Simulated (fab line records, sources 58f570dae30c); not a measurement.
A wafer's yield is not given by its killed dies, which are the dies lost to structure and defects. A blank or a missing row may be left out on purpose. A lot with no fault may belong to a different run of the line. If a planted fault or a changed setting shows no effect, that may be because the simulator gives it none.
Chamber matching ; flow berkeley cmos170 ; UCB170_SPACER_CVD_00 on pecvd-02 has 3 sister chambers
The step deposits SiO2 from TEOS/O2, target thk 376 nm, time 47 s. 6 wafers are shown with their chamber, then 7 later ones without.

== WAFERS PAIRED WITH THEIR CHAMBERS ==
wafer;chamber;heater power w (W);rf fwd power W (W)
L699.4;0;333;544.7
L701.1;1;247;547.4
L701.3;2;350;541.3
L701.5;0;368;545.1
L702.1;1;221;545.8
L702.2;2;445;542.5

== WAFERS MISSING THEIR CHAMBER ==
wafer;heater power w (W);rf fwd power W (W)
L702.6;323;544.7
L704.1;250;542.2
L704.3;313;545.3
L704.5;405;538.8
L705.1;246;543.3
L705.3;168;543.9
L705.5;187;546.5

== WHICH CHAMBER EACH WENT THROUGH ==
wafer;from the rows above;in truth
L702.6;0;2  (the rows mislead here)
L704.1;can't be placed: 2 or 0 or 1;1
L704.3;can't be placed: 0 or 1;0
L704.5;2;2
L705.1;can't be placed: 0 or 2 or 1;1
L705.3;can't be placed: 1 or 0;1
L705.5;1;1
2 of 7 placed correctly. Can't be placed from these rows: 4 (the true chamber is among the candidates in 4). 1 placed wrongly.
How it was worked out, from the rows above alone: a wafer's distance from a chamber is the root of the sum, over the readings, of the square of ((its reading less the chamber's mean) divided by the reading's scatter). If the next closest chamber is less than 2 further off than the closest, the wafer can't be placed; otherwise it belongs to the closest. For every chamber, the mean is computed from those of its wafers that are shown. The scatter: the root of (the sum of the squares of (reading less its chamber's mean) over the shown wafers, divided by (wafers less chambers)).
